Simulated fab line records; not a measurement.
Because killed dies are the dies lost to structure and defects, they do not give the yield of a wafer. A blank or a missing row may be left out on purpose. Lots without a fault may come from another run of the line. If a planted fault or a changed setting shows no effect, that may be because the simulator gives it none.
Which tool is to blame? :: flow berkeley cmos170 :: Sampling: 14 lots, 42 wafers, 5 of 331 route steps

## WHAT THE GAUGES SHOWED, per wafer
UCB170_M1_CD_MEAS_09: target cd 700 nm.
lot: L576
measured: day 7 04:01
on: cd sem-01
cd nm (nm): 698.3 698.8 699.1

lot: L577
measured: day 7 13:47
on: cd sem-01
cd nm (nm): 698.5 696.8 698.0

lot: L578
measured: day 8 02:51
on: cd sem-01
cd nm (nm): 698.4 697.6 697.2

lot: L579
measured: day 8 03:35
on: cd sem-02
cd nm (nm): 699.7 699.1 698.5

lot: L580
measured: day 8 14:02
on: cd sem-01
cd nm (nm): 698.2 698.6 698.4

lot: L583
measured: day 9 07:26
on: cd sem-02
cd nm (nm): 701.9 698.6 701.2

lot: L587
measured: day 10 00:26
on: cd sem-02
cd nm (nm): 702.0 701.1 701.2

lot: L589
measured: day 10 12:27
on: cd sem-01
cd nm (nm): 699.7 698.1 699.7

lot: L591
measured: day 10 12:34
on: cd sem-01
cd nm (nm): 703.3 703.7 703.1

lot: L593
measured: day 10 18:40
on: cd sem-02
cd nm (nm): 700.3 700.8 700.9

lot: L590
measured: day 10 19:59
on: cd sem-01
cd nm (nm): 703.0 702.5 701.8

lot: L595
measured: day 11 12:58
on: cd sem-01
cd nm (nm): 699.1 698.8 698.6

lot: L598
measured: day 11 13:10
on: cd sem-02
cd nm (nm): 701.3 700.7 700.1

lot: L596
measured: day 11 13:59
on: cd sem-01
cd nm (nm): 699.3 700.4 698.3

UCB170_V2_THK_MEAS_01.
lot: L576
measured: day 7 11:50
on: film metro-03
V2_TEOS_THK (nm): 2005 1943 1952

lot: L577
measured: day 8 00:03
on: film metro-03
V2_TEOS_THK (nm): 2018 1969 2023

lot: L578
measured: day 8 12:49
on: film metro-03
V2_TEOS_THK (nm): 1959 1980 1995

lot: L579
measured: day 8 13:25
on: film metro-04
V2_TEOS_THK (nm): 1940 1964 1980

lot: L580
measured: day 9 01:07
on: film metro-03
V2_TEOS_THK (nm): 1944 1944 1960

lot: L583
measured: day 9 23:10
on: film metro-03
V2_TEOS_THK (nm): 1978 2034 2015

lot: L587
measured: day 10 14:32
on: film metro-03
V2_TEOS_THK (nm): 1980 1998 2006

lot: L589
measured: day 11 00:58
on: film metro-04
V2_TEOS_THK (nm): 2291 2028 1965

lot: L591
measured: day 11 02:48
on: film metro-03
V2_TEOS_THK (nm): 1969 2015 2010

lot: L593
measured: day 11 03:34
on: film metro-03
V2_TEOS_THK (nm): 1951 1962 2000

lot: L590
measured: day 11 05:08
on: film metro-04
V2_TEOS_THK (nm): 1994 1923 2263

lot: L595
measured: day 11 23:05
on: film metro-01
V2_TEOS_THK (nm): 1929 2022 1996

lot: L598
measured: day 11 23:54
on: film metro-04
V2_TEOS_THK (nm): 1973 2002 2007

lot: L596
measured: day 12 00:31
on: film metro-04
V2_TEOS_THK (nm): 1969 2013 1980

UCB170_V2_OVL_MEAS_13.
lot: L576
measured: day 7 13:40
on: overlay-02
V2_OVL (nm): -7 -3 -8

lot: L577
measured: day 8 01:43
on: overlay-01
V2_OVL (nm): -4 -1 2

lot: L578
measured: day 8 14:39
on: overlay-01
V2_OVL (nm): 3 8 3

lot: L579
measured: day 8 15:13
on: overlay-02
V2_OVL (nm): -6 -4 -4

lot: L580
measured: day 9 03:56
on: overlay-01
V2_OVL (nm): 2 -2 3

lot: L583
measured: day 10 01:16
on: overlay-02
V2_OVL (nm): 6 2 5

lot: L587
measured: day 10 16:38
on: overlay-01
V2_OVL (nm): 1 3 1

lot: L589
measured: day 11 02:58
on: overlay-01
V2_OVL (nm): -6 -1 0

lot: L591
measured: day 11 04:47
on: overlay-01
V2_OVL (nm): 3 -9 2

lot: L593
measured: day 11 06:01
on: overlay-01
V2_OVL (nm): 5 2 8

lot: L590
measured: day 11 07:42
on: overlay-01
V2_OVL (nm): 2 -5 4

lot: L595
measured: day 12 00:55
on: overlay-02
V2_OVL (nm): 10 7 12

lot: L598
measured: day 12 02:13
on: overlay-01
V2_OVL (nm): 2 -1 -5

lot: L596
measured: day 12 02:47
on: overlay-01
V2_OVL (nm): 14 -1 1

## TOOL THAT RAN EACH LOT (tool first, then ch and the chambers of the sampled wafers, then the start)
lot: L576
UCB170_CONTACT_ETCH_17: rie diel-03 ch 1,2,3, day 7 01:21
UCB170_V2_CVD_00: pecvd-01 ch 0,1,2, day 7 11:41

lot: L577
UCB170_CONTACT_ETCH_17: rie diel-02 ch 1,2,3, day 7 11:45
UCB170_V2_CVD_00: pecvd-01 ch 0,1, day 7 23:49

lot: L578
UCB170_CONTACT_ETCH_17: rie diel-03 ch 2,3, day 8 00:51
UCB170_V2_CVD_00: pecvd-02 ch 0,2, day 8 12:40

lot: L579
UCB170_CONTACT_ETCH_17: rie diel-04 ch 1,3, day 8 01:14
UCB170_V2_CVD_00: pecvd-01 ch 1,2, day 8 13:16

lot: L580
UCB170_CONTACT_ETCH_17: rie diel-04 ch 0,2,3, day 8 12:05
UCB170_V2_CVD_00: pecvd-03 ch 0,1,2, day 9 00:58

lot: L583
UCB170_CONTACT_ETCH_17: rie diel-03 ch 0,3, day 9 04:38
UCB170_V2_CVD_00: pecvd-01 ch 0,1,2, day 9 23:04

lot: L587
UCB170_CONTACT_ETCH_17: rie diel-02 ch 1,2, day 9 22:16
UCB170_V2_CVD_00: pecvd-03 ch 0,1, day 10 14:22

lot: L589
UCB170_CONTACT_ETCH_17: rie diel-03 ch 0,1,3, day 10 09:37
UCB170_V2_CVD_00: pecvd-01 ch 0,1,2, day 11 00:51

lot: L591
UCB170_CONTACT_ETCH_17: rie diel-04 ch 0,1, day 10 09:49
UCB170_V2_CVD_00: pecvd-03 ch 0,1,2, day 11 02:38

lot: L593
UCB170_CONTACT_ETCH_17: rie diel-03 ch 0,2,3, day 10 16:23
UCB170_V2_CVD_00: pecvd-03 ch 0,1,2, day 11 03:24

lot: L590
UCB170_CONTACT_ETCH_17: rie diel-03 ch 1,2,3, day 10 16:56
UCB170_V2_CVD_00: pecvd-01 ch 0,1,2, day 11 04:59

lot: L595
UCB170_CONTACT_ETCH_17: rie diel-04 ch 0,2,3, day 11 10:22
UCB170_V2_CVD_00: pecvd-02 ch 0,1, day 11 22:56

lot: L598
UCB170_CONTACT_ETCH_17: rie diel-03 ch 0,1,2, day 11 10:38
UCB170_V2_CVD_00: pecvd-03 ch 0,1, day 11 23:44

lot: L596
UCB170_CONTACT_ETCH_17: rie diel-04 ch 1,2, day 11 11:50
UCB170_V2_CVD_00: pecvd-02 ch 0,2, day 12 00:21
- UCB170_CONTACT_ETCH_17: etches BARC in N2/H2.
- UCB170_V2_CVD_00: deposits SiO2 from TEOS/O2, target thk 2000 nm, time 250 s.

## WHAT THE TOOLS THEMSELVES READ (means of the sampled wafers that have a number; where no wafer has one, the mark that the record gives instead)
UCB170_CONTACT_ETCH_17.
lot: L576
tool: rie diel-03
drypump motor current A (A): 5.6
oes product au (a.u.): 0.999
throttle valve pct (%): 13.39

lot: L577
tool: rie diel-02
drypump motor current A (A): 5.9
oes product au (a.u.): 0.982
throttle valve pct (%): 13.45

lot: L578
tool: rie diel-03
drypump motor current A (A): 5.7
oes product au (a.u.): 0.985
throttle valve pct (%): 13.47

lot: L579
tool: rie diel-04
drypump motor current A (A): 6.0
oes product au (a.u.): 1.006
throttle valve pct (%): 13.36

lot: L580
tool: rie diel-04
drypump motor current A (A): 5.9
oes product au (a.u.): 0.986
throttle valve pct (%): 13.32

lot: L583
tool: rie diel-03
drypump motor current A (A): 5.9
oes product au (a.u.): 0.992
throttle valve pct (%): 13.40

lot: L587
tool: rie diel-02
drypump motor current A (A): 6.2
oes product au (a.u.): 0.975
throttle valve pct (%): 13.48

lot: L589
tool: rie diel-03
drypump motor current A (A): 5.8
oes product au (a.u.): 0.989
throttle valve pct (%): 13.32

lot: L591
tool: rie diel-04
drypump motor current A (A): 6.2
oes product au (a.u.): 0.998
throttle valve pct (%): 13.51

lot: L593
tool: rie diel-03
drypump motor current A (A): 6.0
oes product au (a.u.): 0.975
throttle valve pct (%): 13.40

lot: L590
tool: rie diel-03
drypump motor current A (A): 5.6
oes product au (a.u.): 0.998
throttle valve pct (%): 13.40

lot: L595
tool: rie diel-04
drypump motor current A (A): 5.8
oes product au (a.u.): 0.972
throttle valve pct (%): 13.29

lot: L598
tool: rie diel-03
drypump motor current A (A): 5.9
oes product au (a.u.): 0.993
throttle valve pct (%): 13.30

lot: L596
tool: rie diel-04
drypump motor current A (A): 6.3
oes product au (a.u.): 0.976
throttle valve pct (%): 13.47

UCB170_V2_CVD_00.
lot: L576
tool: pecvd-01
heater power w (W): 314
run length s (s): 277.4

lot: L577
tool: pecvd-01
heater power w (W): 368
run length s (s): 277.3

lot: L578
tool: pecvd-02
heater power w (W): 278
run length s (s): 278.0

lot: L579
tool: pecvd-01
heater power w (W): 320
run length s (s): 277.3

lot: L580
tool: pecvd-03
heater power w (W): 244
run length s (s): 277.8

lot: L583
tool: pecvd-01
heater power w (W): 265
run length s (s): 277.4

lot: L587
tool: pecvd-03
heater power w (W): 231
run length s (s): 278.1

lot: L589
tool: pecvd-01
heater power w (W): 297
run length s (s): 287.4

lot: L591
tool: pecvd-03
heater power w (W): 189
run length s (s): 278.0

lot: L593
tool: pecvd-03
heater power w (W): 231
run length s (s): 278.2

lot: L590
tool: pecvd-01
heater power w (W): 366
run length s (s): 287.7

lot: L595
tool: pecvd-02
heater power w (W): 272
run length s (s): 277.6

lot: L598
tool: pecvd-03
heater power w (W): 247
run length s (s): 277.7

lot: L596
tool: pecvd-02
heater power w (W): 268
run length s (s): 278.5

## THE ANSWER, worked out from the rows above alone
Rule: what is usual is taken from the lots themselves. The widest of any qualifying gaps counts: lots, ordered by their means at a reading, are off when they make up no more than a third of the lots, leave a main group of 4 or more, and stand apart from it by 3 or more times the standard deviation of that group's means. A main group is skipped when, at the precision printed for the reading in the tables above, its means are all equal. Also off: a lot with no number at a reading for which 4 or more lots have one. The other lots that the step has rows for count as sound. First the gauges in route order, then the tools' own readings, where a lot's mean is used as printed above. The first step at which some lot is off is used, and at that step the reading that is off furthest; a lot without a number counts as furthest.
Off: L589, L590, at UCB170_V2_CVD_00 (run length s). Main group: mean 277.8 s, sd 0.37.
A tool fits if, at that step or a process step before it, it ran every lot that is off, and no sound lot after the first of them. One fits: UCB170_V2_CVD_00 on pecvd-01. Its last sound lot is L583 (day 9 23:04), its first lot that is off L589 (day 11 00:51): a fault that began between those two fits.
The tool's own readings at UCB170_V2_CVD_00 bear it out: on the lots that are off they differ by more than 5 times the standard deviation of the sound lots' means. run length s reads 287.5 s there against 277.8 s on the sound lots.

## WHAT THE SIMULATOR PUT IN
pecvd-01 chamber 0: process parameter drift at UCB170_V2_CVD_00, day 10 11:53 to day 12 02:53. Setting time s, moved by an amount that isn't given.
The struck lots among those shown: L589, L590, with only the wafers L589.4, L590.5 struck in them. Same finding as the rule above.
